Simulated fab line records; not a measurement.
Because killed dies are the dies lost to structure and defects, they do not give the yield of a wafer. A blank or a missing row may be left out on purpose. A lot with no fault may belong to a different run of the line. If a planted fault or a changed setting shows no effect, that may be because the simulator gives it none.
Which tool was responsible?    flow ritCmos    14 lots (42 wafers sampled), 1 step of a 202-step route

## WHAT EACH GAUGE READ, for each wafer
The record holds no reading of a measuring or inspecting step that can be judged against a usual standard deviation.

## EACH LOT AND THE TOOL THAT RAN IT (in order: tool; ch and the chambers of the sampled wafers; start)
lot   RIT_NRETRO_IMPLANT_08
L256  implanter-02 ch 0, day 2 05:56
L257  implanter-02 ch 0, day 2 10:48
L258  implanter-03 ch 0, day 2 15:01
L259  implanter-02 ch 0, day 2 20:32
L260  implanter-04 ch 0, day 3 02:22
L262  implanter-04 ch 0, day 3 13:11
L263  implanter-04 ch 0, day 3 17:57
L268  implanter-04 ch 0, day 4 22:28
L269  implanter-04 ch 0, day 5 01:24
L271  implanter-02 ch 0, day 5 10:14
L273  implanter-03 ch 0, day 5 18:34
L276  implanter-02 ch 0, day 6 09:52
L277  implanter-02 ch 0, day 6 14:26
L279  implanter-02 ch 0, day 7 00:37
- RIT_NRETRO_IMPLANT_08

## AS READ BY THE TOOLS THEMSELVES (means over the sampled wafers that have a number; for cases with no such wafer, the mark the record gives instead)
RIT_NRETRO_IMPLANT_08. Usual: beamOnS 10.04 s, standard deviation 0.17; doseIonsCm2 9.996e+12, standard deviation 1e+10; tiltDeg 7.004 degrees, standard deviation 0.019.
lot   tool          beamOnS (s)  doseIonsCm2  tiltDeg (degrees)  flag
L256  implanter-02  10.05        9.991e+12    7.012              
L257  implanter-02  10.06        9.997e+12    6.999              
L258  implanter-03  10.10        9.991e+12    7.000              
L259  implanter-02  10.09        9.992e+12    7.033              
L260  implanter-04  10.18        1.000e+13    6.986              
L262  implanter-04  9.91         1.000e+13    7.011              
L263  implanter-04  10.04        1.000e+13    7.041              
L268  implanter-04  10.15        9.988e+12    6.458              OFF
L269  implanter-04  10.04        9.996e+12    6.456              OFF
L271  implanter-02  9.90         9.985e+12    6.994              
L273  implanter-03  10.07        9.993e+12    6.999              
L276  implanter-02  10.13        9.990e+12    7.020              
L277  implanter-02  10.05        9.985e+12    6.994              
L279  implanter-02  10.09        1.000e+13    6.983              

## THE ANSWER, worked out from the rows above alone
Rule: lot off if the mean of its wafers having a number is beyond 3 standard deviations from the usual mean. A lot without any number at a reading at which 4 lots or more have one is off too. The other lots that the step has rows for count as sound. Order of review: gauges by route order, followed by the tools' own readings, for which a lot's mean as printed above is used. At the first step where some lot is off, the reading lying furthest off is the one used; lots without a number count as furthest.
Off at RIT_NRETRO_IMPLANT_08 (tiltDeg): L268, L269.
A tool fits if, at that step or a process step before it, it ran every lot that is off, and no sound lot after the first of them. One candidate fits, namely implanter-04 at RIT_NRETRO_IMPLANT_08. Its last sound lot is L263 (day 3 17:57), its first lot that is off L268 (day 4 22:28): a fault that began between those two fits.
The tool's own readings at RIT_NRETRO_IMPLANT_08 bear it out: on the lots that are off they differ by more than 5 times the standard deviation of the sound lots' means. tiltDeg reads 6.457 degrees there against 7.006 degrees on the sound lots.

## WHAT THE SIMULATOR HAD PUT IN
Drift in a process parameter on implanter-04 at RIT_NRETRO_IMPLANT_08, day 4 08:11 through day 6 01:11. A move of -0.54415 in setting tiltDeg, from 7. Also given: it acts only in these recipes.
Shown lots that were struck: L268, L269. The rule above reached the same finding.
